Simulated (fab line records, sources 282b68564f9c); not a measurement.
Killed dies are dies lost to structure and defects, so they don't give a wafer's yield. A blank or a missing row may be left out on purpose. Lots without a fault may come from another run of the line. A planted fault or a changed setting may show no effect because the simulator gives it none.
Which tool did it? | flow rit_cmos | 13 lots, 39 wafers sampled, at 2 steps of a route of 202

WHAT THE GAUGES READ, wafer by wafer
RIT_ACTIVE_CD_MEAS_11: target cd 1400 nm.
lot  | measured    | on        | cd_nm (nm)
L915 | day 1 14:34 | cd_sem-01 | 1399.9 1403.6 1402.6
L916 | day 1 20:44 | cd_sem-01 | 1397.1 1395.5 1395.9
L918 | day 2 05:36 | cd_sem-01 | 1398.5 1398.4 1399.9
L919 | day 2 13:16 | cd_sem-01 | 1399.0 1402.5 1400.1
L921 | day 2 23:02 | cd_sem-01 | 1399.9 1399.6 1400.9
L922 | day 3 02:09 | cd_sem-01 | 1402.5 1401.7 1404.9
L924 | day 3 11:28 | cd_sem-01 | 1398.9 1397.6 1395.2
L926 | day 3 21:34 | cd_sem-01 | 1552.1 1552.2 1551.2
L934 | day 5 13:46 | cd_sem-02 | 1398.8 1400.4 1400.3
L935 | day 5 18:42 | cd_sem-01 | 1398.2 1397.0 1397.6
L936 | day 6 00:39 | cd_sem-01 | 1401.0 1399.3 1400.5
L937 | day 6 05:19 | cd_sem-02 | 1404.0 1400.8 1403.2
L938 | day 6 10:41 | cd_sem-02 | 1399.9 1399.4 1400.1

WHICH TOOL RAN EACH LOT (tool, then ch and the chambers of the sampled wafers, then the start)
lot  | RIT_ACTIVE_EXPOSE_08
L915 | iline_stepper-02 ch 0, day 1 14:10
L916 | iline_stepper-01 ch 0, day 1 20:20
L918 | iline_stepper-01 ch 0, day 2 05:12
L919 | iline_stepper-01 ch 0, day 2 12:52
L921 | iline_stepper-01 ch 0, day 2 22:38
L922 | iline_stepper-01 ch 0, day 3 01:45
L924 | iline_stepper-01 ch 0, day 3 11:04
L926 | iline_stepper-01 ch 0, day 3 21:10
L934 | iline_stepper-01 ch 0, day 5 13:22
L935 | iline_stepper-01 ch 0, day 5 18:18
L936 | iline_stepper-01 ch 0, day 6 00:15
L937 | iline_stepper-01 ch 0, day 6 04:55
L938 | iline_stepper-01 ch 0, day 6 10:17
- RIT_ACTIVE_EXPOSE_08: exposes mask M1, target cd 1400 nm.

WHAT THE TOOLS THEMSELVES READ (means of the sampled wafers that have a number; where no wafer has one, the mark that the record gives instead)
The record holds no such reading with a usual standard deviation.

THE ANSWER, worked out from the rows above alone
Rule: what is usual is taken from the lots themselves. Put in order of their means at a reading, lots are off if they are a third of the lots or fewer, leave a main group of 4 or more, and stand apart from it by a gap of 3 or more times the standard deviation of the main group's means; of several such gaps the widest counts. A main group whose means are all the same, to the digits that the tables above print for the reading, isn't used. A lot without any number at a reading at which 4 lots or more have one is off too. The other lots that the step has rows for count as sound. The gauges are gone through in route order, then the tools' own readings, and for those a lot's mean is taken as printed above. The first step at which some lot is off is used, and at that step the reading that is off furthest; a lot without a number counts as furthest.
Off: L926, at RIT_ACTIVE_CD_MEAS_11 (cd_nm). The main group: mean 1399.9 nm, standard deviation 2.
A tool fits if, at a process step before that reading, it ran every lot that is off, and no sound lot after the first of them. The gauges at RIT_ACTIVE_CD_MEAS_11 are tried like those tools. None of those tried fits.

WHAT THE SIMULATOR HAD PUT IN
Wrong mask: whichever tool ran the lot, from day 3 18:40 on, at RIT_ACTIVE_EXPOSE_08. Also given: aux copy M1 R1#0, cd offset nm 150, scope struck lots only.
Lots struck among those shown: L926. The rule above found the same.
